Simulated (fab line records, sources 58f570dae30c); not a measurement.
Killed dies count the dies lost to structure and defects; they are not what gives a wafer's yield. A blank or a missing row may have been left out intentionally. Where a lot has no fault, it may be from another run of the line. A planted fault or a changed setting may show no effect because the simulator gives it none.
fab line records	flow berkeley_cmos170
[record] lots = 7	wafers = 21	last_day = 13
route steps=331 shown CONTACT@223
lots with no fault: from the same line, run without faults
start_h: hours from the record's first day to the start of the lot's first wafer shown	wait_h: how many hours have passed since the lot's step before this one	" repeats the value in the row above	L1.1+2: several wafers, shown together as one row	- no value, or no start given	* or withheld: withheld	< > ~ a bound
route shown NAME@n: names a module that has steps shown in the file, with the first one's number in the route	usual: mean/standard deviation taken from wafers without a fault	same: alike in all rows	chamber/n: place in a boat	sites: per-site readings	_std_site: how widely they spread, as a standard deviation	_edge_site: inner sites' mean taken away from outer sites' mean	radius_mm: how far each site lies from the wafer's centre	mask NAME#n: copy n	behind: tool/chamber where the wafer was last shaped	hold: cause of the lot's hold/its duration in hours/its outcome	device: the n, p or np transistor that did not switch	end of line: at the end of the route, the tests of the same wafers	a step without rows: its recipe alone	killed: not the wafer's yield, but the dies lost to structure and defects at the first sort	map: a wafer's dies, x killed, . not, _ none there
set.NAME: setting as actually run; set.NAME@STEP: the setting as run at that earlier step	model.NAME: the simulator's own value behind a step, which no gauge read
lots seen at some steps along the route; tables by step, rows by wafer
services: from which hour (start_h, from the record's first day; less than 0 if before it) a tool's chamber was out of use, for how many hours, and why
[[steps]]
[step UCB170_CONTACT_CLEAN_07]
[recipe] chemistry = SPM	temp_c = 120	time_s = 600
[step UCB170_CONTACT_RTA_08]
[recipe] temp_c = 900	time_s = 10	ambient = N2
[usual] lamp_power_pct = 23.1/0.79	wafer_temp_C_max = 903.7/1
lot.wafer	tool	chamber	start_h	wait_h	lamp_power_pct	wafer_temp_C_max
L887.1	rtp_anneal-01	0	175.71	0.0	24.0	903.6
L887.3	"	0	"	"	24.0	903.8
L887.5	"	0	"	"	23.9	902.9
L888.1	rtp_anneal-02	0	175.81	0.0	22.4	903.8
L888.2	"	0	"	"	22.4	905.8
L888.6	"	0	"	"	22.4	904.1
L895.2	rtp_anneal-02	0	215.80	0.0	22.4	904.4
L895.3	"	0	"	"	22.4	904.5
L895.4	"	0	"	"	22.4	904.0
L896.3	rtp_anneal-01	0	221.87	0.0	24.0	902.7
L896.4	"	0	"	"	24.0	903.3
L896.6	"	0	"	"	24.0	902.5
L894.4	rtp_anneal-02	0	248.72	0.0	22.4	904.0
L894.5	"	0	"	"	22.4	903.4
L894.6	"	0	"	"	22.4	904.6
L902.2	rtp_anneal-02	0	258.07	0.0	22.4	904.2
L902.5	"	0	"	"	22.4	904.1
L902.6	"	0	"	"	22.4	904.4
L907.2	rtp_anneal-02	0	286.65	0.0	22.4	903.5
L907.5	"	0	"	"	22.4	904.6
L907.6	"	0	"	"	22.4	904.5
[step UCB170_CONTACT_COAT_09]
[recipe] resist = BARC	temp_c = withheld	time_s = withheld	spin_rpm = 3000	resist_thk_nm = withheld
[step UCB170_CONTACT_COAT_10]
[recipe] resist = KrF	spin_rpm = 1500	resist_thk_nm = 900
[step UCB170_CONTACT_SOFTBAKE_11]
[recipe] resist = KrF	temp_c = 130	time_s = 60
[step UCB170_CONTACT_EXPOSE_12]
[recipe] mask_id = CONT	target_cd_nm = 700	na = 0.5	sigma_outer = 0.6	source_shape = conventional	dose_mj = 35
[step UCB170_CONTACT_PEB_13]
[recipe] peb_temp_c = 130	peb_time_s = withheld	resist = KrF
[step UCB170_CONTACT_DEVELOP_14]
[recipe] developer = TMAH	develop_time_s = 45	resist = KrF	dev_temp_c = 21
[step UCB170_CONTACT_CD_MEAS_15]
[recipe] target_cd_nm = 700
[usual] cd_nm = 700.3/1.3
lot.wafer	tool	chamber	start_h	wait_h	cd_nm
L887.1	cd_sem-01	-	177.67	-	702.5
L887.3	"	-	"	"	703.1
L887.5	"	-	"	"	700.7
L888.1	cd_sem-02	-	177.69	-	702.5
L888.2	"	-	"	"	703.2
L888.6	"	-	"	"	703.6
L895.2	cd_sem-02	-	217.59	-	700.9
L895.3	"	-	"	"	700.7
L895.4	"	-	"	"	700.6
L896.3	cd_sem-01	-	222.92	-	699.7
L896.4	"	-	"	"	700.8
L896.6	"	-	"	"	700.8
L894.4	cd_sem-01	-	249.65	-	699.0
L894.5	"	-	"	"	700.2
L894.6	"	-	"	"	700.4
L902.2	cd_sem-01	-	259.37	-	698.3
L902.5	"	-	"	"	699.3
L902.6	"	-	"	"	699.5
L907.2	cd_sem-02	-	288.35	-	700.6
L907.5	"	-	"	"	699.5
L907.6	"	-	"	"	699.7
[step UCB170_CONTACT_OVL_MEAS_16]
[usual] CONTACT_OVL = 0/5.8
lot.wafer	tool	chamber	start_h	wait_h	CONTACT_OVL[nm]
L887.1	overlay-01	-	177.79	0.1	6
L887.3	"	-	"	"	4
L887.5	"	-	"	"	6
L888.1	overlay-02	-	177.81	0.1	-3
L888.2	"	-	"	"	-4
L888.6	"	-	"	"	-9
L895.2	overlay-01	-	217.70	0.1	2
L895.3	"	-	"	"	10
L895.4	"	-	"	"	5
L896.3	overlay-01	-	223.02	0.1	-4
L896.4	"	-	"	"	-5
L896.6	"	-	"	"	-13
L894.4	overlay-02	-	249.73	0.1	-4
L894.5	"	-	"	"	1
L894.6	"	-	"	"	-12
L902.2	overlay-02	-	259.48	0.1	-5
L902.5	"	-	"	"	8
L902.6	"	-	"	"	4
L907.2	overlay-02	-	288.46	0.1	8
L907.5	"	-	"	"	9
L907.6	"	-	"	"	-1
[step UCB170_CONTACT_ETCH_17]
[recipe] chemistry = N2/H2	target_depth_a = withheld	overetch_a = withheld	target = BARC	time_s = withheld	source_w = 500	bias_w = 100	pressure_mtorr = 30	n2_flow_sccm = 100	h2_flow_sccm = 200
[usual] bias_w = 100.0/0.35	drypump_motor_current_A = 5.8/0.41	h2_flow_sccm = 200.0/0.61	oes_product_au = 1.005/0.021	throttle_valve_pct = 13.26/0.14
lot.wafer	tool	chamber	start_h	wait_h	bias_w	drypump_motor_current_A	h2_flow_sccm	oes_product_au	throttle_valve_pct
L887.1	rie_diel-02	1	177.83	0.0	99.9	5.7	198.8	0.997	13.45
L887.3	"	2	"	"	99.6	4.7	200.2	1.044	13.17
L887.5	"	1	"	"	99.6	5.7	199.6	1.007	13.44
L888.1	rie_diel-04	3	177.85	0.0	99.9	5.7	200.8	0.998	13.11
L888.2	"	0	"	"	100.3	6.3	200.3	1.011	13.25
L888.6	"	0	"	"	100.1	6.3	200.2	1.020	13.24
L895.2	rie_diel-02	3	217.73	0.0	100.1	5.8	200.8	1.026	13.25
L895.3	"	2	"	"	100.4	4.7	199.4	1.043	13.17
L895.4	"	1	"	"	100.0	5.7	200.1	1.004	13.46
L896.3	rie_diel-03	1	223.04	0.0	99.7	5.8	199.5	0.966	13.37
L896.4	"	3	"	"	100.5	5.9	199.9	0.999	13.39
L896.6	"	2	"	"	100.0	5.8	200.3	1.018	13.34
L894.4	rie_diel-02	3	249.75	0.0	100.0	5.8	199.7	1.024	13.24
L894.5	"	2	"	"	100.7	4.7	199.7	1.032	13.16
L894.6	"	1	"	"	100.1	5.7	199.7	1.000	13.46
L902.2	rie_diel-03	2	259.51	0.0	100.3	5.8	200.0	1.013	13.34
L902.5	"	2	"	"	100.1	5.8	200.4	0.999	13.32
L902.6	"	3	"	"	100.2	5.9	199.2	0.983	13.39
L907.2	rie_diel-04	2	288.49	0.0	99.4	5.8	198.2	1.028	13.27
L907.5	"	1	"	"	99.9	5.9	199.9	1.025	13.23
L907.6	"	2	"	"	99.8	5.9	199.4	1.015	13.29
[step UCB170_CONTACT_ETCH_18]
[recipe] chemistry = CHF3/CF4/Ar	target = PSG	stop_on = TiSi2	CHF3_flow_sccm = 45	cf4_flow_sccm = 15	Ar_flow_sccm = 150	pressure_mtorr = 200	rf_w = 700	target_depth_a = 8400	over_etch_frac = 0.2	time_s = 195
[usual] cf4_flow_sccm = 15.00/0.045	drypump_motor_current_A = 5.7/0.41	oes_product_au = 0.898/0.017	throttle_valve_pct = 6.90/0.095
lot.wafer	tool	chamber	start_h	wait_h	cf4_flow_sccm	drypump_motor_current_A	oes_product_au	rf_hours_counter_h	throttle_valve_pct
L887.1	rie_diel-02	1	-	-	14.99	5.7	0.893	68	7.06
L887.3	"	2	"	"	14.93	4.7	0.900	23	6.77
L887.5	"	1	"	"	14.96	5.7	0.901	-	7.05
L888.1	rie_diel-04	3	-	-	15.00	5.7	0.892	18	6.83
L888.2	"	0	"	"	14.94	6.3	0.914	6	6.91
L888.6	"	0	"	"	15.01	6.3	0.899	-	6.92
L895.2	rie_diel-02	3	-	-	15.01	5.8	0.924	113	6.88
L895.3	"	2	"	"	15.01	4.7	0.900	24	6.79
L895.4	"	1	"	"	15.03	5.7	0.905	70	7.06
L896.3	rie_diel-03	1	-	-	15.02	5.8	0.867	16	6.97
L896.4	"	3	"	"	14.94	5.9	0.892	8	6.96
L896.6	"	2	"	"	15.02	5.8	0.932	-	6.90
L894.4	rie_diel-02	3	-	-	15.01	5.8	0.913	114	6.89
L894.5	"	2	"	"	15.06	4.7	0.904	-	6.79
L894.6	"	1	"	"	15.04	5.7	0.894	-	7.07
L902.2	rie_diel-03	2	-	-	15.01	5.8	0.907	17	6.88
L902.5	"	2	"	"	14.99	5.8	0.903	-	6.90
L902.6	"	3	"	"	15.03	5.9	0.868	-	6.96
L907.2	rie_diel-04	2	-	-	15.00	5.9	0.910	23	6.90
L907.5	"	1	"	"	14.94	5.9	0.900	-	6.89
L907.6	"	2	"	"	14.96	5.9	0.920	-	6.92
[step UCB170_CONTACT_STRIP_19]
[recipe] chemistry = O2	power_w = 400	pressure_mtorr = 3500	platen_temp_c = withheld	o2_flow_sccm = 400	overash_fraction = 0.5
[usual] chamber_pressure_mTorr = 3500/3.4	drypump_motor_current_A = 5.7/0.38	oes_product_au = 0.726/0.0048
lot.wafer	tool	chamber	start_h	wait_h	chamber_pressure_mTorr	drypump_motor_current_A	oes_product_au	rf_hours_counter_h	model.KrF_of_CONTACT_COAT_10.thk_nm
L887.1	plasma_asher-02	0	177.99	-	3495	5.3	0.725	49	0
L887.3	"	1	"	"	3502	6.6	0.727	-	0
L887.5	"	0	"	"	3501	5.2	0.726	-	0
L888.1	plasma_asher-01	1	178.02	-	3497	5.8	0.728	51	0
L888.2	"	0	"	"	3500	5.5	0.728	51	0
L888.6	"	1	"	"	3496	5.8	0.730	-	0
L895.2	plasma_asher-01	0	217.89	-	-	-	-	-	693.7
L895.3	"	1	"	"	-	-	-	-	688.2
L895.4	"	0	"	"	-	-	-	-	694.8
L896.3	plasma_asher-02	1	223.24	-	-	-	-	-	694.2
L896.4	"	0	"	"	-	-	-	-	693.7
L896.6	"	0	"	"	-	-	-	-	697.6
L894.4	plasma_asher-01	1	249.95	-	-	-	-	-	691.8
L894.5	"	1	"	"	-	-	-	-	688.4
L894.6	"	0	"	"	-	-	-	-	694.6
L902.2	plasma_asher-02	0	259.68	-	3500	5.2	0.720	59	0
L902.5	"	1	"	"	3502	6.6	0.727	-	0
L902.6	"	0	"	"	3506	5.2	0.723	-	0
L907.2	plasma_asher-03	0	288.65	-	3496	5.4	0.728	46	0
L907.5	"	1	"	"	3503	5.6	0.727	-	0
L907.6	"	0	"	"	3502	5.4	0.725	-	0
[step UCB170_CONTACT_CD_MEAS_90]
[recipe] target_cd_nm = 700
[usual] cd_nm = 700.2/1.5
lot.wafer	tool	chamber	start_h	wait_h	cd_nm
L887.1	cd_sem-01	-	178.09	0.1	701.8
L887.3	"	-	"	"	702.8
L887.5	"	-	"	"	700.0
L888.1	cd_sem-02	-	178.18	0.1	702.3
L888.2	"	-	"	"	703.5
L888.6	"	-	"	"	702.9
L895.2	cd_sem-02	-	218.01	0.1	700.7
L895.3	"	-	"	"	700.6
L895.4	"	-	"	"	699.6
L896.3	cd_sem-02	-	223.35	0.1	699.5
L896.4	"	-	"	"	700.4
L896.6	"	-	"	"	700.0
L894.4	cd_sem-02	-	250.08	0.1	698.6
L894.5	"	-	"	"	700.0
L894.6	"	-	"	"	700.0
L902.2	cd_sem-02	-	259.80	0.1	698.1
L902.5	"	-	"	"	699.5
L902.6	"	-	"	"	699.5
L907.2	cd_sem-01	-	288.77	0.1	700.5
L907.5	"	-	"	"	700.2
L907.6	"	-	"	"	699.7
[[services]]
tool	chamber	start_h	hours	kind
rie_diel-02	1	157.96	8.2	repair
plasma_asher-03	-	163.89	3.9	repair
plasma_asher-03	-	172.70	7.9	repair
rie_diel-02	3	173.81	4.6	repair
rie_diel-04	0	199.04	7.5	repair
plasma_asher-01	-	222.48	9.4	repair
rie_diel-03	-	229.96	2.8	pm
rie_diel-02	3	237.22	10.0	repair
rie_diel-02	-	261.84	0.5	repair
plasma_asher-01	-	273.88	2.3	repair
[[key]]
[first_sign] step = UCB170_CONTACT_STRIP_19	reading = tool_record	direction = missing
effect none on later readings
[model_effect] step = UCB170_CONTACT_STRIP_19	value = KrF_of_CONTACT_COAT_10.thk_nm	without = 0	struck = 693
met_at UCB170_CONTACT_STRIP_19
struck_wafers L894.4,L894.5,L894.6,L895.2,L895.3,L895.4,L896.3,L896.4,L896.6
later_rows_left_out L894.4,L894.5,L894.6,L895.2,L895.3,L895.4,L896.3,L896.4,L896.6
sort_left_out L894.4,L894.5,L894.6,L895.2,L895.3,L895.4,L896.3,L896.4,L896.6
tester_left_out L894,L895,L896
onset_between 178.02 217.89
[fault] kind = skipped_step_whole	tool = plasma_asher-01,plasma_asher-02	chamber = -	onset_h = 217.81	steps = UCB170_CONTACT_STRIP_19	scope = struck_lots_only
// tester_left_out: of these lots the tester's yield and bins aren't shown, on N5 and GAA mostly nor the transistor test; their killed dies are dies lost to structure and defects alone, not to doping, threshold or leakage, so they don't give the yield
// sort_left_out: the simulated sort isn't trusted on such a fault, so these wafers' sort isn't shown, and their yield isn't known
// later_rows_left_out: the simulator's readings of these wafers behind a module that went badly wrong aren't trusted and aren't shown, but for the sort
